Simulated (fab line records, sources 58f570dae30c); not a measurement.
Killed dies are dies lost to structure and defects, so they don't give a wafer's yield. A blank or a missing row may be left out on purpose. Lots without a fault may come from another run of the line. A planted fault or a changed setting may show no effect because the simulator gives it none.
Tool commonality check | flow berkeley_cmos170 | 14 lots, 42 wafers sampled

WHY IT WAS OPENED
At UCB170_PLDD_TW_MEAS_11 the reading PLDD_TW is flagged on 2 of 14 lots. Wafers without a fault read 1013, standard deviation 7.2.
Rule: a lot is flagged when every wafer of it that has a number lies more than 4 standard deviations from that mean, or none has a number. The other lots count as sound.

lot  | measured     | on            | PLDD_TW, wafer by wafer | flag
L315 | day 6 06:41  | film_metro-03 | 1014 1005 1012          |
L317 | day 6 10:22  | film_metro-02 | 1020 1024 1022          |
L318 | day 6 14:36  | film_metro-03 | 1009 1017 1014          |
L319 | day 6 14:47  | film_metro-03 | 1010 1011 1009          |
L320 | day 7 18:50  | film_metro-03 | 1010 1002 1004          |
L322 | day 7 19:06  | film_metro-02 | 1016 1017 1019          |
L323 | day 7 19:11  | film_metro-03 | 1003 1005 1006          |
L321 | day 7 19:27  | film_metro-04 | 1022 1017 1015          |
L327 | day 8 11:38  | film_metro-02 | 1012 1012 1013          |
L329 | day 9 08:41  | film_metro-04 | 1030 1028 1027          |
L333 | day 10 09:19 | film_metro-03 | 971 974 973             | FLAGGED
L336 | day 10 09:32 | film_metro-04 | 1017 1014 1018          |
L335 | day 10 09:46 | film_metro-03 | 972 976 978             | FLAGGED
L337 | day 10 21:41 | film_metro-04 | 1021 1018 1019          |
The numbers of the flagged lots are 974 on average: -39 against the usual, or -5 standard deviations.

WHICH TOOL RAN EACH LOT
The record holds 1 process step before the reading, out of a route of 331 steps. In each cell: the tool, then ch and the chambers that the sampled wafers went through, then the start.
lot  | flag    | UCB170_PLDD_IMPLANT_08
L315 |         | implanter-03 ch 0, day 6 06:17
L317 |         | implanter-02 ch 0, day 6 09:58
L318 |         | implanter-02 ch 0, day 6 14:12
L319 |         | implanter-04 ch 0, day 6 14:25
L320 |         | implanter-03 ch 0, day 7 18:26
L322 |         | implanter-02 ch 0, day 7 18:44
L323 |         | implanter-03 ch 0, day 7 18:47
L321 |         | implanter-02 ch 0, day 7 19:04
L327 |         | implanter-03 ch 0, day 8 11:17
L329 |         | implanter-02 ch 0, day 9 08:20
L333 | FLAGGED | implanter-03 ch 0, day 10 08:55
L336 |         | implanter-02 ch 0, day 10 09:08
L335 | FLAGGED | implanter-03 ch 0, day 10 09:22
L337 |         | implanter-02 ch 0, day 10 21:17
What these steps do:
- UCB170_PLDD_IMPLANT_08
- UCB170_PLDD_TW_MEAS_11

FLAGGED OVER TOTAL, TOOL BY TOOL (the gauges that took the reading come last)
step                   | tool          | lots run | flagged | share of the flagged lots | sound lots run after its first flagged lot
UCB170_PLDD_IMPLANT_08 | implanter-02  | 7        | 0       | none                      | -
UCB170_PLDD_IMPLANT_08 | implanter-03  | 6        | 2       | all                       | 0
UCB170_PLDD_IMPLANT_08 | implanter-04  | 1        | 0       | none                      | -
UCB170_PLDD_TW_MEAS_11 | film_metro-02 | 3        | 0       | none                      | -
UCB170_PLDD_TW_MEAS_11 | film_metro-03 | 7        | 2       | all                       | 0
UCB170_PLDD_TW_MEAS_11 | film_metro-04 | 4        | 0       | none                      | -

WHAT THE TABLE ALLOWS
2 rows of the table ran every flagged lot: implanter-03 at UCB170_PLDD_IMPLANT_08, film_metro-03 at UCB170_PLDD_TW_MEAS_11.
- implanter-03 at UCB170_PLDD_IMPLANT_08: 2 of its 6 lots flagged. Its last sound lot is L327 (day 8 11:17), its first flagged lot L333 (day 10 08:55): a fault that began between those two fits. Its own readings lie more than 4 standard deviations out on every wafer of the flagged lots: beam_on_s, faraday_current_uA.
- film_metro-03 at UCB170_PLDD_TW_MEAS_11: 2 of its 7 lots flagged. Its last sound lot is L323 (day 7 19:11), its first flagged lot L333 (day 10 09:19): a fault that began between those two fits.
Counting lots can't tell these 2 tools apart, because each fits a fault that began at some hour. More lots, or a look at what each step does to the wafer, might.

WHAT THE SIMULATOR HAD PUT IN
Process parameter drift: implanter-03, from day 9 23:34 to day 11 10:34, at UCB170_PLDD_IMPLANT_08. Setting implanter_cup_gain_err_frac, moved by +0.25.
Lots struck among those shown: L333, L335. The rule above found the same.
